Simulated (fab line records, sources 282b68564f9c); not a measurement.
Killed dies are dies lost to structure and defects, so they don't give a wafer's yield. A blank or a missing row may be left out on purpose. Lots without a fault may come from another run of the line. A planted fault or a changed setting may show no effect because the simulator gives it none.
A struck lot beside a sound one | flow rit_cmos | 17 steps out of a route of 202
Sound: wafers L741.3, L741.4, L741.5. Struck: wafers L745.1, L745.3, L745.4. The cause comes at the end.
At each step with rows: each side's tool, then ch and its chambers, then its first start. Under that, the readings that differ: sound wafers | struck wafers | difference of the means | sigmas: that difference in standard deviations of wafers without a fault.
alike: readings whose means differ by less than 2 such deviations, and words and numbers that are the same on both sides. not compared: withheld readings, readings that some wafer has no value for, bounds like >300 that may hide the same value, and numbers for which the record gives no deviation and whose values overlap.
The two part at a step that has a row with sigmas, a row that says differs or no value, or rows on one side only. Numbers that don't overlap but have no deviation are shown without sigmas and don't part them. A reading that every wafer of one side lacks parts them only if that side has two wafers or more.

RIT_NWELL_TW_MEAS_10:
  sound on film_metro-02, day 4 01:44; struck on film_metro-03, day 4 20:09
  alike: NWELL_TW
then, 6 steps without rows for these wafers: RIT_PWELL_HMDS_00 (prime time 60 s); RIT_PWELL_COAT_01 (resist thk 1300 nm); RIT_PWELL_SOFTBAKE_02 (time 60 s); RIT_PWELL_EXPOSE_03 (exposes mask M3, target cd 43700 nm); RIT_PWELL_PEB_04; RIT_PWELL_DEVELOP_05 (develop time 68 s).
RIT_PWELL_OVL_MEAS_06:
  sound on overlay-02, day 4 02:48; struck on overlay-02, day 4 21:05
  alike: PWELL_OVL
then, 2 steps without rows for these wafers: RIT_PWELL_HARDBAKE_07 (time 120 s); RIT_PWELL_IMPLANT_08.
RIT_PWELL_STRIP_09: strips in O2, time 180 s.
  sound on plasma_asher-02 ch 0,1, day 4 03:17; struck on plasma_asher-02 ch 0,1, day 4 21:32
  alike: drypump_motor_current_A, rf_refl_power_W
  not compared: rf_hours_counter_h
RIT_PWELL_TW_MEAS_10:
  sound on film_metro-04, day 4 03:25; struck on film_metro-02, day 4 21:42
  alike: PWELL_TW
RIT_WELLDRIVE_ANNEAL_00: time 14700 s.
  sound on furnace-01 ch 0, day 4 04:38; struck on furnace-03 ch 0, day 5 02:13
  reading                 | sound                | struck               | difference | sigmas
  spike_tc_centre_C (C)   | 1101.9 1102.9 1101.4 | 1094.6 1095.3 1097.9 | -6.1       | -4
  spike_tc_source_C (C)   | 1125.8 1125.6 1125.8 | 1117.0 1116.9 1118.8 | -8.2       | -5
  tube_center_temp_C (C)  | 1100.1 1100 1099.9   | 1092.1 1092 1092.1   | -7.9       | -79
  tube_center_temp_C_max  | 1102.9 1103.0 1102.9 | 1094.9 1095.0 1095.0 | -8.0       | -18
  zone_power_load_pct (%) | 45.2 45.9 46.1       | 38.3 37.9 38.1       | -7.6       | -3
RIT_WELLDRIVE_RS_MEAS_01: measures by four-point-probe.
  sound on film_metro-04, day 4 09:45; struck on film_metro-03, day 5 07:19
  reading           | sound             | struck            | difference | sigmas
  NWELL_RS (ohm/sq) | 276.1 275.8 277.2 | 284.8 284.8 284.3 | +8.3       | +11
RIT_WELLDRIVE_RS_MEAS_02: measures by four-point-probe.
  sound on film_metro-04, day 4 09:52; struck on film_metro-03, day 5 07:26
  reading           | sound             | struck            | difference | sigmas
  PWELL_RS (ohm/sq) | 430.9 430.2 430.5 | 440.7 438.4 440.0 | +9.2       | +8
then, 1 step without rows for these wafers: RIT_NRETRO_HMDS_00 (prime time 60 s).
RIT_M1_PROBE_99:
  sound on prober-02, day 5 19:05; struck on prober-02, day 6 13:37
  reading                                | sound                | struck               | difference | sigmas
  model.etest.nwell_pinched.rs_ohm_sq    | 340.3 339.9 344.8    | 358.8 357.3 352.5    | +14.5      |
  model.etest.pwell_pinched.rs_ohm_sq    | 458.8 459.9 465.6    | 484.2 478.1 472.8    | +16.9      |
  model.etest.pwell.rs_ohm_sq            | 414.9 417 417.6      | 432 435 434          | +17        |
  model.etest.field_n.vt_v (V)           | 34.58 33.98 34.68    | 35.8 36.3 36.09      | +1.6       |
  model.etest.field_p_metal.vt_v (V)     | -29.55 -30.32 -29.68 | -28.5 -28.21 -28.9   | +1.3       |
  model.etest.field_p.vt_v (V)           | -12.85 -12.93 -12.89 | -12.33 -12.32 -12.34 | +0.56      |
  model.etest.diode_pplus_comb.cj_ff_um2 | 1.987 1.984 1.981    | 2.012 2.006 2.018    | +0.028     |
  alike: killed_at_contacts, killed_at_front_end, killed_dies, killed_open, killed_short
  not compared: model.etest.cap_p_gate.c_min_ff_um2

WHERE THEY PART
First at RIT_WELLDRIVE_ANNEAL_00; last, within this record, at RIT_WELLDRIVE_RS_MEAS_02. Later steps at which nothing parts them and some readings are alike: RIT_M1_PROBE_99.

WHY: what the simulator had put in
Process parameter drift: furnace-03, from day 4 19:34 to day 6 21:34, at RIT_WELLDRIVE_ANNEAL_00. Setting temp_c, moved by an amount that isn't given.
